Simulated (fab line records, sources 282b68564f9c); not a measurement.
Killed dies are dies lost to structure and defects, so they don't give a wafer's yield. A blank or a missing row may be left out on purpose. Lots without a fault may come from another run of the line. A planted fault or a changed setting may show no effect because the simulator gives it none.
Which tool did it? | flow rit_cmos | 14 lots, 42 wafers sampled, at 2 steps of a route of 202

WHAT THE GAUGES READ, wafer by wafer
RIT_REOX_THK_MEAS_04.
lot  | measured    | on            | REOX_OXIDE_THK (nm)
L302 | day 3 08:14 | film_metro-02 | 24.9 24.3 25.1
L303 | day 3 09:26 | film_metro-01 | 25.6 25.2 25.6
L304 | day 3 17:32 | film_metro-02 | 25.0 25.1 24.7
L305 | day 3 19:02 | film_metro-03 | 24.7 24.7 24.7
L307 | day 4 05:52 | film_metro-02 | 40.4 40.0 39.7
L308 | day 4 09:04 | film_metro-03 | 25.0 25.0 24.6
L309 | day 4 19:10 | film_metro-01 | 39.1 39.9 40.9
L312 | day 5 06:37 | film_metro-02 | 24.8 24.8 24.5
L316 | day 6 01:34 | film_metro-02 | 26.1 26.2 25.5
L317 | day 6 06:30 | film_metro-02 | 25.6 25.9 25.6
L318 | day 6 11:01 | film_metro-01 | 25.4 25.1 25.3
L319 | day 6 15:29 | film_metro-03 | 25.2 25.5 25.2
L320 | day 6 20:23 | film_metro-01 | 25.7 25.5 25.6
L321 | day 7 01:59 | film_metro-02 | 25.1 25.2 25.4

WHICH TOOL RAN EACH LOT (tool, then ch and the chambers of the sampled wafers, then the start)
lot  | RIT_REOX_OXIDATION_03
L302 | furnace-02 ch 0, day 3 05:41
L303 | furnace-01 ch 0, day 3 06:53
L304 | furnace-02 ch 0, day 3 14:58
L305 | furnace-04 ch 0, day 3 16:28
L307 | furnace-04 ch 0, day 4 00:35
L308 | furnace-02 ch 0, day 4 06:31
L309 | furnace-02 ch 0, day 4 13:25 and furnace-01 ch 0, day 4 16:32
L312 | furnace-02 ch 0, day 5 04:04
L316 | furnace-04 ch 0, day 5 23:00
L317 | furnace-01 ch 0, day 6 03:57
L318 | furnace-04 ch 0, day 6 08:27
L319 | furnace-01 ch 0, day 6 12:56
L320 | furnace-01 ch 0, day 6 17:50
L321 | furnace-02 ch 0, day 6 23:26
- RIT_REOX_OXIDATION_03: target thk 25.2 nm, ox time 5580 s.

WHAT THE TOOLS THEMSELVES READ (means of the sampled wafers that have a number; where no wafer has one, the mark that the record gives instead)
RIT_REOX_OXIDATION_03.
lot  | tool                  | tube_center_temp_C (C)
L302 | furnace-02            | 899.94
L303 | furnace-01            | 899.99
L304 | furnace-02            | 899.99
L305 | furnace-04            | 899.95
L307 | furnace-04            | 900.00
L308 | furnace-02            | 900.00
L309 | furnace-02/furnace-01 | 899.97
L312 | furnace-02            | 900.06
L316 | furnace-04            | 899.94
L317 | furnace-01            | 899.98
L318 | furnace-04            | 899.94
L319 | furnace-01            | 899.99
L320 | furnace-01            | 899.99
L321 | furnace-02            | 900.03

THE ANSWER, worked out from the rows above alone
Rule: what is usual is taken from the lots themselves. Put in order of their means at a reading, lots are off if they are a third of the lots or fewer, leave a main group of 4 or more, and stand apart from it by a gap of 3 or more times the standard deviation of the main group's means; of several such gaps the widest counts. A main group whose means are all the same, to the digits that the tables above print for the reading, isn't used. A lot without any number at a reading at which 4 lots or more have one is off too. The other lots that the step has rows for count as sound. The gauges are gone through in route order, then the tools' own readings, and for those a lot's mean is taken as printed above. The first step at which some lot is off is used, and at that step the reading that is off furthest; a lot without a number counts as furthest.
Off: L307, L309, at RIT_REOX_THK_MEAS_04 (REOX_OXIDE_THK). The main group: mean 25.2 nm, standard deviation 0.4.
A tool fits if, at a process step before that reading, it ran every lot that is off, and no sound lot after the first of them. The gauges at RIT_REOX_THK_MEAS_04 are tried like those tools. None of those tried fits.

WHAT THE SIMULATOR HAD PUT IN
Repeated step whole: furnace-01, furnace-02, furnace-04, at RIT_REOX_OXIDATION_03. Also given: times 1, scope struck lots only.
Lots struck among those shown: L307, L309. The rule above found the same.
